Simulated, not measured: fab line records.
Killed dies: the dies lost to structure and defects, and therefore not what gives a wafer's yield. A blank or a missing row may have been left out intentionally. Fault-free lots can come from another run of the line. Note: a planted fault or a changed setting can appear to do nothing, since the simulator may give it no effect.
A single fault, viewed from 2 desks	flow rit cmos	what lay behind the numbers comes last; until then each desk has only its own

## FROM THE METROLOGY DESK
What the gauges read, lot by lot, whatever tool the lot ran on: means of the sampled wafers that have a number. Any lot whose mean is over 4 standard deviations away from the usual mean is out of limits and marked OUT; that distance is given in the brackets.
Columns: A = ACTIVE_NITRIDE_THK at RIT_ACTIVE_THK_MEAS_04, usual 150.1 nm
lot	first seen here	A
L204	day 1 13:32	150.3
L205	day 1 20:01	149.5
L206	day 1 23:32	150.7
L213	day 3 10:32	151.3
L214	day 3 16:10	150.2
L215	day 3 20:51	151.7
L216	day 4 03:51	150.4
L217	day 4 06:56	149.8
L219	day 4 17:44	151.5
L221	day 5 03:01	134.8 (-11) OUT
L222	day 5 07:32	134.1 (-11) OUT
L225	day 5 23:17	150.3
L226	day 6 05:43	149.2
L227	day 6 09:59	146.9
Per this desk, out of limits: L221, L222; the first was L221, day 5 03:01 (ACTIVE_NITRIDE_THK at RIT_ACTIVE_THK_MEAS_04). In limits: L204, L205, L206, L213, L214, L215, L216, L217, L219, L225, L226, L227.

## TOOL OWNER'S DESK, lpcvd-02
The tool's own readings at RIT_ACTIVE_CVD_03 (deposits Si3N4 from SiH2Cl2/NH3, target thk 150 nm, time 1500 s): means of the sampled wafers that have a number, for each lot that ran on this tool. Any lot whose mean is over 4 standard deviations away from the usual mean is out of limits and marked OUT; that distance is given in the brackets.
Columns: A = spike tc centre C at RIT_ACTIVE_CVD_03, usual 812.4 C; B = spike tc source C at RIT_ACTIVE_CVD_03, usual 831.4 C; C = susceptor temp C at RIT_ACTIVE_CVD_03, usual 810.0 C
lot	first seen here	A	B	C
L204	day 1 12:07	812.2	831.2	809.7
L215	day 3 19:26	811.7	832.9	810.0
L217	day 4 05:30	811.9	829.8	809.9
L219	day 4 16:19	811.3	830.8	809.9
L221	day 5 01:36	805.4 (-6.4) OUT	822.0 (-6.7) OUT	803.0 (-22) OUT
L222	day 5 06:07	806.1 (-5.7) OUT	823.2 (-5.9) OUT	802.7 (-23) OUT
This desk's finding: out of limits on L221, L222; first on L221, day 5 01:36 (spike tc centre C at RIT_ACTIVE_CVD_03). In limits: L204, L215, L217, L219.

## PUT TOGETHER
At day 5 01:36, on L221, L222, the tool owner's desk was in a position to raise an alarm.
The metrology desk could have raised an alarm at day 5 03:01, on L221, L222.
RIT_ACTIVE_CVD_03 was run on lpcvd-02 by each of the lots named.

## WHAT HAD BEEN PUT IN BY THE SIMULATOR
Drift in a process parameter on lpcvd-02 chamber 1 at RIT_ACTIVE_CVD_03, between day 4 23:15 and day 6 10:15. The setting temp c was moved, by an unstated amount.
Shown lots that were struck: L221, L222.
Time in hours from fault onset to the first out-of-limits reading at each desk: tool owner's desk 2, metrology desk 4.
